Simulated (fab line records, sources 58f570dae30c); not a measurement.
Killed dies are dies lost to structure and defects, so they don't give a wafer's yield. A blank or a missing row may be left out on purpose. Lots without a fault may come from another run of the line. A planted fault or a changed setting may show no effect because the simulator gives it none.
Which tool did it? | flow berkeley_cmos170 | 15 lots, 45 wafers sampled, at 3 steps of a route of 331

WHAT THE GAUGES READ, wafer by wafer
UCB170_NLDD_CD_MEAS_06: target cd 1200 nm. Usual: cd_nm 1200.1 nm, standard deviation 1.4.
lot  | measured     | on        | cd_nm (nm)           | flag
L455 | day 6 04:55  | cd_sem-01 | 1201.6 1200.2 1201.6 |
L456 | day 6 15:46  | cd_sem-02 | 1198.1 1197.0 1198.1 |
L457 | day 6 22:02  | cd_sem-01 | 1198.6 1200.8 1199.9 |
L458 | day 6 22:08  | cd_sem-02 | 1198.9 1200.4 1199.7 |
L459 | day 7 01:37  | cd_sem-01 | 1199.6 1199.6 1199.5 |
L461 | day 7 06:47  | cd_sem-01 | 1203.1 1200.4 1200.8 |
L460 | day 7 07:16  | cd_sem-02 | 1203.0 1200.9 1202.0 |
L463 | day 7 23:07  | cd_sem-01 | 1201.4 1200.3 1199.4 |
L464 | day 7 23:52  | cd_sem-01 | 1200.6 1200.3 1199.7 |
L469 | day 8 22:13  | cd_sem-02 | 1201.2 1203.0 1202.5 |
L470 | day 9 05:20  | cd_sem-02 | 1199.1 1199.4 1199.4 |
L471 | day 9 05:05  | cd_sem-01 | 1200.0 1199.7 1199.8 |
L474 | day 10 00:37 | cd_sem-01 | 1201.9 1202.5 1201.6 |
L476 | day 10 08:08 | cd_sem-01 | 1197.7 1199.2 1199.3 |
L478 | day 10 15:27 | cd_sem-01 | 1198.9 1199.4 1198.3 |

WHICH TOOL RAN EACH LOT (tool, then ch and the chambers of the sampled wafers, then the start)
lot  | UCB170_GATE_STRIP_16                 | UCB170_PLDD_STRIP_10
L455 | plasma_asher-01 ch 0,1, day 6 00:08  | plasma_asher-01 ch 0,1, day 6 03:11
L456 | plasma_asher-04 ch 0,1, day 6 12:35  | plasma_asher-03 ch 0,1, day 6 14:17
L457 | plasma_asher-04 ch 0,1, day 6 15:16  | plasma_asher-02 ch 1, day 6 17:17
L458 | plasma_asher-02 ch 0,1, day 6 15:31  | plasma_asher-02 ch 0,1, day 6 17:28
L459 | plasma_asher-04 ch 0,1, day 6 21:16  | plasma_asher-03 ch 0,1, day 7 00:13
L461 | plasma_asher-01 ch 0,1, day 7 03:02  | plasma_asher-02 ch 0,1, day 7 04:58
L460 | plasma_asher-04 ch 0,1, day 7 03:10  | plasma_asher-01 ch 0,1, day 7 05:12
L463 | plasma_asher-01 ch 0,1, day 7 20:06  | plasma_asher-02 ch 0,1, day 7 21:55
L464 | plasma_asher-04 ch 0,1, day 7 20:18  | plasma_asher-03 ch 0,1, day 7 22:10
L469 | plasma_asher-04 ch 0,1, day 8 18:34  | plasma_asher-03 ch 0,1, day 8 20:59
L470 | plasma_asher-02 ch 0,1, day 8 23:09  | plasma_asher-02 ch 0,1, day 9 03:47
L471 | plasma_asher-04 ch 0,1, day 8 23:23  | plasma_asher-03 ch 0,1, day 9 03:33
L474 | plasma_asher-01 ch 0,1, day 9 21:05  | plasma_asher-01 ch 0,1, day 9 23:07
L476 | plasma_asher-01 ch 0,1, day 10 04:43 | plasma_asher-02 ch 1, day 10 06:32
L478 | plasma_asher-04 ch 0,1, day 10 11:55 | plasma_asher-03 ch 0,1, day 10 13:49
- UCB170_GATE_STRIP_16: strips in O2.
- UCB170_PLDD_STRIP_10: strips in O2.

WHAT THE TOOLS THEMSELVES READ (means of the sampled wafers that have a number; where no wafer has one, the mark that the record gives instead)
UCB170_GATE_STRIP_16. Usual: drypump_motor_current_A 5.79 A, standard deviation 0.29; oes_product_au 0.724 a.u., standard deviation 0.0047.
lot  | tool            | drypump_motor_current_A (A) | oes_product_au (a.u.) | flag
L455 | plasma_asher-01 | 5.39                        | 0.725                 |
L456 | plasma_asher-04 | 5.94                        | 0.723                 |
L457 | plasma_asher-04 | 6.00                        | 0.720                 |
L458 | plasma_asher-02 | 5.82                        | 0.726                 |
L459 | plasma_asher-04 | 6.00                        | 0.727                 |
L461 | plasma_asher-01 | 5.21                        | 0.725                 |
L460 | plasma_asher-04 | 5.94                        | 0.729                 |
L463 | plasma_asher-01 | 5.40                        | 0.727                 |
L464 | plasma_asher-04 | 6.01                        | 0.727                 |
L469 | plasma_asher-04 | 5.99                        | 0.726                 |
L470 | plasma_asher-02 | 5.86                        | 0.725                 |
L471 | plasma_asher-04 | 5.94                        | 0.720                 |
L474 | plasma_asher-01 | 5.21                        | 0.725                 |
L476 | plasma_asher-01 | 5.40                        | 0.725                 |
L478 | plasma_asher-04 | 5.93                        | 0.728                 |

UCB170_PLDD_STRIP_10. Usual: drypump_motor_current_A 5.61 A, standard deviation 0.27; oes_product_au 0.734 a.u., standard deviation 0.0046; strip_time_to_endpoint_s 21.61 s, standard deviation 0.07.
lot  | tool            | drypump_motor_current_A (A) | oes_product_au (a.u.) | strip_time_to_endpoint_s (s) | flag
L455 | plasma_asher-01 | 5.20                        | 0.738                 | 21.59                        |
L456 | plasma_asher-03 | 5.75                        | 0.739                 | 21.66                        |
L457 | plasma_asher-02 | 5.78                        | 0.732                 | 21.72                        |
L458 | plasma_asher-02 | 5.85                        | 0.734                 | 21.50                        |
L459 | plasma_asher-03 | 5.71                        | 0.738                 | 21.58                        |
L461 | plasma_asher-02 | 5.85                        | 0.735                 | 21.55                        |
L460 | plasma_asher-01 | 5.22                        | 0.733                 | 21.62                        |
L463 | plasma_asher-02 | 5.86                        | 0.737                 | 21.59                        |
L464 | plasma_asher-03 | 5.63                        | 0.733                 | 21.60                        |
L469 | plasma_asher-03 | 5.62                        | 0.738                 | 21.61                        |
L470 | plasma_asher-02 | 5.83                        | 0.729                 | 21.65                        |
L471 | plasma_asher-03 | 5.65                        | 0.731                 | 21.64                        |
L474 | plasma_asher-01 | 5.22                        | 0.731                 | 21.58                        |
L476 | plasma_asher-02 | 5.80                        | 0.733                 | 21.55                        |
L478 | plasma_asher-03 | 5.72                        | 0.736                 | 21.65                        |

THE ANSWER, worked out from the rows above alone
Rule: a lot is off if the mean of its wafers that have a number lies more than 3 standard deviations from the usual mean. A lot without any number at a reading at which 4 lots or more have one is off too. The other lots that the step has rows for count as sound. The gauges are gone through in route order, then the tools' own readings, and for those a lot's mean is taken as printed above. The first step at which some lot is off is used, and at that step the reading that is off furthest; a lot without a number counts as furthest.
No lot is off at any reading shown: from this, nothing can be told.

WHAT THE SIMULATOR HAD PUT IN
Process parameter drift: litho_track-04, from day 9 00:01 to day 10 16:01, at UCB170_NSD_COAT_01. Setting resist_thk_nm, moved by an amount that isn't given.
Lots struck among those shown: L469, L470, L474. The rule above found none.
